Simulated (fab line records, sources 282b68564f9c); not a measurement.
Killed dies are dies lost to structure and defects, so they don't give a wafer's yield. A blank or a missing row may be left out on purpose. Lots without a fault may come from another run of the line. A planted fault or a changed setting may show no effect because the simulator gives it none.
Tool commonality check | flow rit_cmos | 13 lots, 39 wafers sampled

WHY IT WAS OPENED
At RIT_M1_CD_MEAS_09 the reading cd_nm is flagged on 1 of 13 lots. Wafers without a fault read 2599.6 nm, standard deviation 2.1.
Rule: a lot is flagged when every wafer of it that has a number lies more than 4 standard deviations from that mean, or none has a number. The other lots count as sound.

lot  | measured    | on        | cd_nm (nm), wafer by wafer | flag
L972 | day 3 12:05 | cd_sem-02 | 2600.8 2598.1 2598.6       |
L973 | day 3 13:54 | cd_sem-01 | 2600.3 2601.1 2601.0       |
L974 | day 3 22:11 | cd_sem-01 | 2599.3 2599.2 2598.0       |
L975 | day 3 23:47 | cd_sem-01 | 2598.7 2598.2 2599.4       |
L976 | day 4 06:34 | cd_sem-01 | 2600.8 2604.3 2603.8       |
L977 | day 4 08:29 | cd_sem-01 | 2599.6 2600.6 2601.6       |
L978 | day 4 12:53 | cd_sem-01 | 2600.0 2597.0 2600.3       |
L979 | day 4 16:24 | cd_sem-01 | 2599.3 2599.2 2597.5       |
L980 | day 4 22:55 | cd_sem-02 | 2598.6 2598.2 2597.5       |
L981 | day 5 03:28 | cd_sem-01 | 2598.1 2596.2 2596.9       |
L982 | day 5 08:35 | cd_sem-02 | 2604.2 2603.0 2600.6       |
L983 | day 5 12:46 | cd_sem-01 | 2600.2 2600.4 2599.8       |
L986 | day 6 05:05 | cd_sem-01 | 2248.3 2248.3 2250.4       | FLAGGED
The numbers of the flagged lots are 2249.0 nm on average: -350.6 nm against the usual, or -99 or more standard deviations.

WHICH TOOL RAN EACH LOT
The record holds 1 process step before the reading, out of a route of 202 steps. In each cell: the tool, then ch and the chambers that the sampled wafers went through, then the start.
lot  | flag    | RIT_M1_EXPOSE_06
L972 |         | iline_stepper-02 ch 0, day 3 11:32
L973 |         | iline_stepper-01 ch 0, day 3 13:28
L974 |         | iline_stepper-02 ch 0, day 3 21:46
L975 |         | iline_stepper-01 ch 0, day 3 23:22
L976 |         | iline_stepper-01 ch 0, day 4 06:08
L977 |         | iline_stepper-02 ch 0, day 4 08:03
L978 |         | iline_stepper-02 ch 0, day 4 12:28
L979 |         | iline_stepper-02 ch 0, day 4 15:58
L980 |         | iline_stepper-01 ch 0, day 4 22:29
L981 |         | iline_stepper-02 ch 0, day 5 03:02
L982 |         | iline_stepper-01 ch 0, day 5 08:10
L983 |         | iline_stepper-01 ch 0, day 5 12:20
L986 | FLAGGED | iline_stepper-01 ch 0, day 6 04:20
What these steps do:
- RIT_M1_EXPOSE_06: exposes mask M12, target cd 2600 nm.
- RIT_M1_CD_MEAS_09: target cd 2600 nm.

FLAGGED OVER TOTAL, TOOL BY TOOL (the gauges that took the reading come last)
step              | tool             | lots run | flagged | share of the flagged lots | sound lots run after its first flagged lot
RIT_M1_EXPOSE_06  | iline_stepper-01 | 7        | 1       | all                       | 0
RIT_M1_EXPOSE_06  | iline_stepper-02 | 6        | 0       | none                      | -
RIT_M1_CD_MEAS_09 | cd_sem-01        | 10       | 1       | all                       | 0
RIT_M1_CD_MEAS_09 | cd_sem-02        | 3        | 0       | none                      | -

WHAT THE TABLE ALLOWS
2 rows of the table ran every flagged lot: iline_stepper-01 at RIT_M1_EXPOSE_06, cd_sem-01 at RIT_M1_CD_MEAS_09.
- iline_stepper-01 at RIT_M1_EXPOSE_06: 1 of its 7 lots flagged. Its last sound lot is L983 (day 5 12:20), its first flagged lot L986 (day 6 04:20): a fault that began between those two fits.
- cd_sem-01 at RIT_M1_CD_MEAS_09: 1 of its 10 lots flagged. Its last sound lot is L983 (day 5 12:46), its first flagged lot L986 (day 6 05:05): a fault that began between those two fits.
Counting lots can't tell these 2 tools apart, because each fits a fault that began at some hour. More lots, or a look at what each step does to the wafer, might.

WHAT THE SIMULATOR HAD PUT IN
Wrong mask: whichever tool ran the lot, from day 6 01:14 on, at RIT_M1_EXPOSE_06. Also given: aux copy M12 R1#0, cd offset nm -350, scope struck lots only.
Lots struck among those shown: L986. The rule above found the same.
